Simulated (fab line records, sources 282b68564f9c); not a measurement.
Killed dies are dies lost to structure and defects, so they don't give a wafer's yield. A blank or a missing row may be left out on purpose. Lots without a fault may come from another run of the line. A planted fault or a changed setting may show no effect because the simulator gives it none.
Which tool did it? | flow rit_cmos | 7 lots, 21 wafers sampled, at 2 steps of a route of 202

WHAT THE GAUGES READ, wafer by wafer
RIT_SILICIDE_RS_MEAS_02: measures by four-point-probe.
lot  | measured    | on            | SILICIDE_TI_RS (ohm/sq)
L423 | day 3 22:47 | film_metro-03 | 48.7 48.8 48.4
L426 | day 4 18:52 | film_metro-03 | 48.8 49.0 49.0
L428 | day 5 03:02 | film_metro-01 | 47.3 46.5 46.4
L430 | day 5 14:59 | film_metro-01 | 49.6 48.9 49.9
L433 | day 6 14:52 | film_metro-03 | 47.6 48.3 47.5
L439 | day 7 15:25 | film_metro-01 | 54.4 54.2 54.6 54.9 54.8 55.1
L444 | day 8 07:13 | film_metro-01 | 48.5 47.9 48.3

WHICH TOOL RAN EACH LOT (tool, then ch and the chambers of the sampled wafers, then the start)
lot  | RIT_SILICIDE_SPUTTER_01
L423 | pvd_sputter-03, day 3 22:38
L426 | pvd_sputter-03, day 4 18:39
L428 | pvd_sputter-04, day 5 02:53
L430 | pvd_sputter-03, day 5 14:47
L433 | pvd_sputter-02, day 6 14:43
L439 | pvd_sputter-03, day 7 15:16
L444 | pvd_sputter-02, day 8 07:01
- RIT_SILICIDE_SPUTTER_01: material Ti, target thk 30 nm, time 240 s.

THE ANSWER, worked out from the rows above alone
Rule: what is usual is taken from the lots themselves. Put in order of their means at a reading, lots are off if they are a third of the lots or fewer, leave a main group of 4 or more, and stand apart from it by a gap of 3 or more times the standard deviation of the main group's means; of several such gaps the widest counts. A main group whose means are all the same, to the digits that the tables above print for the reading, isn't used. A lot without any number at a reading at which 4 lots or more have one is off too. The other lots that the step has rows for count as sound.
Off: L439, at RIT_SILICIDE_RS_MEAS_02 (SILICIDE_TI_RS). The main group: mean 48.3 ohm/sq, standard deviation 0.87.
A tool fits if, at a process step before that reading, it ran every lot that is off, and no sound lot after the first of them. The gauges at RIT_SILICIDE_RS_MEAS_02 are tried like those tools. One fits: pvd_sputter-03 at RIT_SILICIDE_SPUTTER_01. Its last sound lot is L430 (day 5 14:47), its first lot that is off L439 (day 7 15:16): a fault that began between those two fits.

WHAT THE SIMULATOR HAD PUT IN
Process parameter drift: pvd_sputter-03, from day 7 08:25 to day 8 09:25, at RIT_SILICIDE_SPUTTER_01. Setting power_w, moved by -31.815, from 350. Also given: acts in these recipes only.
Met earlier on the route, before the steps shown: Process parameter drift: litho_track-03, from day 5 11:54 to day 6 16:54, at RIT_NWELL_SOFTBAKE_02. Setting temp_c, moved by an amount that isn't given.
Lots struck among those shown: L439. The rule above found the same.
